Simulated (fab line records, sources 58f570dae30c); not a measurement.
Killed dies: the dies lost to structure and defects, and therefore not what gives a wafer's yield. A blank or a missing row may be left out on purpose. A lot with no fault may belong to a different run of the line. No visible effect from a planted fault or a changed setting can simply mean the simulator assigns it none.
Check of tool commonality | flow berkeley-cmos170 | 42 wafers sampled across 14 lots

REASON FOR OPENING
2 of 14 lots carry a flag on the reading PFIELD_OVL at UCB170_PFIELD_OVL_MEAS_06. Fault-free wafers read -4 nm, with a standard deviation of 5.4.
Rule: flag the lot when none of its wafers has a number, or when each of its wafers that has one lies beyond 4 standard deviations from that mean. The other lots count as sound.

lot  | measured    | on         | PFIELD_OVL (nm), wafer by wafer | flag
L514 | day 4 02:31 | overlay-01 | 5 -3 11                         |
L515 | day 4 03:24 | overlay-01 | -3 -12 -6                       |
L516 | day 4 08:19 | overlay-02 | -5 -11 -8                       |
L517 | day 4 14:53 | overlay-01 | -1 -6 -8                        |
L518 | day 5 00:40 | overlay-01 | 3 -1 -3                         |
L519 | day 5 00:53 | overlay-02 | -6 1 -8                         |
L520 | day 5 08:58 | overlay-01 | -15 -9 -6                       |
L523 | day 5 14:40 | overlay-01 | -4 -11 -3                       |
L522 | day 5 15:05 | overlay-01 | -8 -1 5                         |
L528 | day 6 22:13 | overlay-01 | 0 -13 1                         |
L529 | day 7 12:10 | overlay-02 | 342 340 338                     | FLAGGED
L532 | day 7 22:09 | overlay-01 | 324 333 336                     | FLAGGED
L534 | day 8 04:58 | overlay-01 | -5 0 -1                         |
L537 | day 8 15:26 | overlay-02 | -15 -4 -8                       |
On average the flagged lots' numbers are 336 nm, which is +340 nm against the usual, or +63 standard deviations.

WHICH TOOL RAN EACH LOT
The record holds 1 process step before the reading, out of a route of 331 steps. In each cell: the tool, then ch and the chambers that the sampled wafers went through, then the start.
lot  | flag    | UCB170_PFIELD_EXPOSE_03
L514 |         | krf-scanner-01 ch 0, day 4 01:55
L515 |         | krf-scanner-02 ch 0, day 4 02:40
L516 |         | krf-scanner-01 ch 0, day 4 07:55
L517 |         | krf-scanner-01 ch 0, day 4 14:32
L518 |         | krf-scanner-01 ch 0, day 4 23:30
L519 |         | krf-scanner-02 ch 0, day 4 23:42
L520 |         | krf-scanner-02 ch 0, day 5 07:58
L523 |         | krf-scanner-02 ch 0, day 5 13:40
L522 |         | krf-scanner-02 ch 0, day 5 13:49
L528 |         | krf-scanner-02 ch 0, day 6 21:50
L529 | FLAGGED | krf-scanner-01 ch 0, day 7 11:44
L532 | FLAGGED | krf-scanner-01 ch 0, day 7 21:47
L534 |         | krf-scanner-02 ch 0, day 8 04:34
L537 |         | krf-scanner-02 ch 0, day 8 14:47
These steps, and what they do:
- UCB170_PFIELD_EXPOSE_03: exposes mask PFIELD, target cd 1500 nm.
- UCB170_PFIELD_OVL_MEAS_06

FLAGGED AGAINST TOTAL, ONE TOOL AT A TIME (gauges that did the reading follow at the end)
step                      | tool           | lots run | flagged | share of the flagged lots | sound lots run after its first flagged lot
UCB170_PFIELD_EXPOSE_03   | krf-scanner-01 | 6        | 2       | all                       | 0
UCB170_PFIELD_EXPOSE_03   | krf-scanner-02 | 8        | 0       | none                      | -
UCB170_PFIELD_OVL_MEAS_06 | overlay-01     | 10       | 1       | some                      | 1 (L534)
UCB170_PFIELD_OVL_MEAS_06 | overlay-02     | 4        | 1       | some                      | 1 (L537)

WHAT THE TABLE ALLOWS
Rows of the table that ran each flagged lot: 1, that is krf-scanner-01 at UCB170_PFIELD_EXPOSE_03.
- krf-scanner-01 at UCB170_PFIELD_EXPOSE_03: 2 of its 6 lots flagged. A fault beginning between L518 (day 4 23:30), its last sound lot, and L529 (day 7 11:44), its first flagged one, fits the data.
krf-scanner-01 at UCB170_PFIELD_EXPOSE_03 is the single tool remaining.

WHAT THE SIMULATOR HAD PUT IN
Scanner matching overlay: krf-scanner-01, from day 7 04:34 on, at UCB170_PFIELD_EXPOSE_03. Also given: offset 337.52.
Shown lots that were struck: L529, L532. This agrees with what the rule above found.
